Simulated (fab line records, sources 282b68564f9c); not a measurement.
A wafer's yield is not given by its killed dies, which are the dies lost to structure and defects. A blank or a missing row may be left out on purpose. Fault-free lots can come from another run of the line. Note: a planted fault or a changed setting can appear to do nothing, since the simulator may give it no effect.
Problem report in the 8D (eight disciplines) form, filled by code    flow ritCmos    the parts of the form that need people (team, actions taken, sign-off) are left out

1. THE ISSUE
Wafers without a fault read 3249.9 rpm, standard deviation 2.2; spinSpeedRpm at RIT_PLDD_COAT_01 reads a mean of 3369.2 rpm on 6 wafers belonging to 2 lots. Relative to the usual mean, that is a shift of +54 standard deviations.
The step: resist thk 1000 nm.
First seen on wafer L184.2, day 5 20:11, on lithoTrack-04. At this step, 18 wafers from 6 lots have a number in the record. The rule behind "out" and "out of limits": a value lying over 4 standard deviations away from the usual mean. The rest of the wafers with a number are treated as sound.

2. WHAT IT IS, WHAT IT ISN'T
question                     is                      is not
which readings at this step  spinSpeedRpm            exhaustPa
which lots                   L184, L186              L179, L180, L189, L192
which wafers of those lots   all that have a number  -
read on which tools          lithoTrack-04           lithoTrack-01, lithoTrack-02
when                         from day 5 20:11        up to then (6 sound wafers); but 6 sound wafers of L189, L192 came after

3. WHAT RULES OUT EACH SUSPECT
Counting: a tool at a process step up to the reading stays a suspect if it ran every lot that is out and no sound lot after the first of them.
- plasmaAsher-02 at RIT_NLDD_STRIP_09 (strips in O2, time 180 s): kept. It ran every lot that is out, first L184 (day 5 19:46), and no sound lot after that; its last sound lot up to then is L180 (day 5 01:32).
- lithoTrack-04 at RIT_PLDD_COAT_01 (resist thk 1000 nm): kept. It ran every lot that is out, first L184 (day 5 20:11), and no sound lot after that; its last sound lot up to then is L180 (day 5 01:55). Its own spinSpeedRpm readings are out on those wafers.
Left after counting: plasmaAsher-02 at RIT_NLDD_STRIP_09, lithoTrack-04 at RIT_PLDD_COAT_01.

4. THE CAUSE (what the simulator had put in)
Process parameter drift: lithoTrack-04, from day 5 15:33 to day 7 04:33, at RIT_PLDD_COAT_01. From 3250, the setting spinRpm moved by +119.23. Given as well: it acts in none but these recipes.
Counting left 2 suspects, and this tool is among them.

5. SEQUENCE OF EFFECTS, ordered by route
One row per reading whose mean, taken over the struck wafers that have a number, lies over 3 standard deviations from the usual. Only readings for which the record gives a usual standard deviation are gone through. hours: the time from each lot's start at the first step in this table that gives one to its start at this step, as a median over the lots. sigmas: the change in usual standard deviations.
hours  step              reading       usual       on struck wafers  change  sigmas
0      RIT_PLDD_COAT_01  spinSpeedRpm  3249.9 rpm  3369.2            +119.3  +54
Its process steps:
- RIT_PLDD_COAT_01: resist thk 1000 nm.
Later steps that measure or inspect, where all struck wafers having a row at the step show a number for every such reading and not one has moved that far: RIT_PLDD_OVL_MEAS_06.

6. WHAT WOULD HAVE CAUGHT IT SOONER
In this record the first reading out of limits was taken at day 5 20:11, 5 hours after the fault began at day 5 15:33.
